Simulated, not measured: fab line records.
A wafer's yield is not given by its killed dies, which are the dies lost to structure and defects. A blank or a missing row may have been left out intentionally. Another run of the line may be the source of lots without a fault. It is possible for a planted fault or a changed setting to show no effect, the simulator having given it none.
The tool behind it: which one? | flow berkeleyCmos170 | 14 lots, 42 wafers sampled, at 2 steps of a route of 331

## WHAT THE GAUGES SHOWED, per wafer
UCB170_PWELL_TW_MEAS_17. Usual: PWELL_TW typically reads 382.6, with standard deviation 2.9.
lot  | measured    | on           | PWELL_TW          | flag
L172 | day 2 19:36 | filmMetro-01 | 385.8 386.7 386.1 | 
L173 | day 3 04:41 | filmMetro-02 | 379.7 380.4 377.8 | 
L174 | day 3 15:25 | filmMetro-02 | 379.7 380.5 381.2 | 
L176 | day 3 16:04 | filmMetro-01 | 385.2 386.8 386.9 | 
L179 | day 4 03:22 | filmMetro-01 | 384.5 383.7 380.5 | 
L180 | day 4 09:49 | filmMetro-03 | 377.6 375.9 377.4 | 
L183 | day 5 03:25 | filmMetro-02 | 345.0 344.2 344.3 | OFF
L184 | day 5 10:53 | filmMetro-03 | 342.4 338.7 340.3 | OFF
L185 | day 5 11:09 | filmMetro-02 | 383.5 384.7 384.5 | 
L190 | day 6 16:34 | filmMetro-02 | 384.1 384.7 381.9 | 
L192 | day 7 04:09 | filmMetro-01 | 383.0 381.7 381.1 | 
L193 | day 7 06:22 | filmMetro-01 | 382.8 382.8 383.0 | 
L195 | day 7 14:47 | filmMetro-03 | 375.9 377.4 374.0 | 
L194 | day 7 15:01 | filmMetro-01 | 384.9 383.1 382.5 | 

## WHAT TOOL EACH LOT RAN ON (gives the tool, then ch and the chambers of the sampled wafers, and finally the start)
lot  | UCB170_PWELL_IMPLANT_15
L172 | implanter-03 ch 0, day 2 19:22
L173 | implanter-04 ch 0, day 3 04:28
L174 | implanter-04 ch 0, day 3 15:10
L176 | implanter-01 ch 0, day 3 15:49
L179 | implanter-04 ch 0, day 4 03:07
L180 | implanter-04 ch 0, day 4 09:34
L183 | implanter-04 ch 0, day 5 03:10
L184 | implanter-04 ch 0, day 5 10:39
L185 | implanter-01 ch 0, day 5 10:54
L190 | implanter-03 ch 0, day 6 16:19
L192 | implanter-03 ch 0, day 7 03:54
L193 | implanter-03 ch 0, day 7 06:07
L195 | implanter-01 ch 0, day 7 14:32
L194 | implanter-03 ch 0, day 7 14:46
- UCB170_PWELL_IMPLANT_15

## WHAT THE TOOLS THEMSELVES READ (means of the sampled wafers that have a number; where no wafer has one, the mark that the record gives instead)
UCB170_PWELL_IMPLANT_15. Usual: doseIonsCm2 5.001e+12, standard deviation 5.5e+09; faradayCurrentUA 15.9, standard deviation 0.32.
lot  | tool         | doseIonsCm2 | faradayCurrentUA | flag
L172 | implanter-03 | 4.997e+12   | 15.8             | 
L173 | implanter-04 | 5.002e+12   | 16.2             | 
L174 | implanter-04 | 4.998e+12   | 15.8             | 
L176 | implanter-01 | 5.006e+12   | 15.9             | 
L179 | implanter-04 | 5.005e+12   | 16.1             | 
L180 | implanter-04 | 5.000e+12   | 15.9             | 
L183 | implanter-04 | 3.487e+12   | 11.2             | OFF
L184 | implanter-04 | 3.494e+12   | 11.0             | OFF
L185 | implanter-01 | 5.005e+12   | 15.9             | 
L190 | implanter-03 | 5.007e+12   | 15.9             | 
L192 | implanter-03 | 5.007e+12   | 16.3             | 
L193 | implanter-03 | 5.001e+12   | 16.0             | 
L195 | implanter-01 | 5.002e+12   | 15.7             | 
L194 | implanter-03 | 4.995e+12   | 15.8             | 

## THE ANSWER, worked out from the rows above alone
Rule: a lot counts as off when the mean over its wafers that have a number is more than 3 standard deviations away from the usual mean. Also off: a lot with no number at a reading for which 4 or more lots have one. Where the step has rows for the other lots, those lots are counted as sound. The gauges are gone through in route order, then the tools' own readings, and for those a lot's mean is taken as printed above. The first step at which some lot is off is used, and at that step the reading that is off furthest; a lot without a number counts as furthest.
Off: L183, L184, at UCB170_PWELL_TW_MEAS_17 (PWELL_TW).
If a tool, at a process step before that reading, ran all the lots that are off and no sound lot after the first of them, it fits. The gauges at UCB170_PWELL_TW_MEAS_17 aren't tried: what is off there is off at UCB170_PWELL_IMPLANT_15 too, on other tools, and a gauge's error can't cause that. One candidate fits, namely implanter-04 at UCB170_PWELL_IMPLANT_15. A fault onset in the window from L180 (day 4 09:34, its last sound lot) to L183 (day 5 03:10, its first lot off) fits.
The tool's own readings at UCB170_PWELL_IMPLANT_15 bear it out: on the lots that are off they differ by more than 5 times the standard deviation of the sound lots' means. doseIonsCm2 reads 3.490e+12 there against 5.002e+12 on the sound lots; faradayCurrentUA reads 11.1 there against 15.9 on the sound lots.

## WHAT THE SIMULATOR HAD INSERTED
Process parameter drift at UCB170_PWELL_IMPLANT_15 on implanter-04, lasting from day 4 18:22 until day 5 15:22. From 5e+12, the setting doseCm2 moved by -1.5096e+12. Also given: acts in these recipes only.
Shown lots that were struck: L183, L184. The rule above found the same.
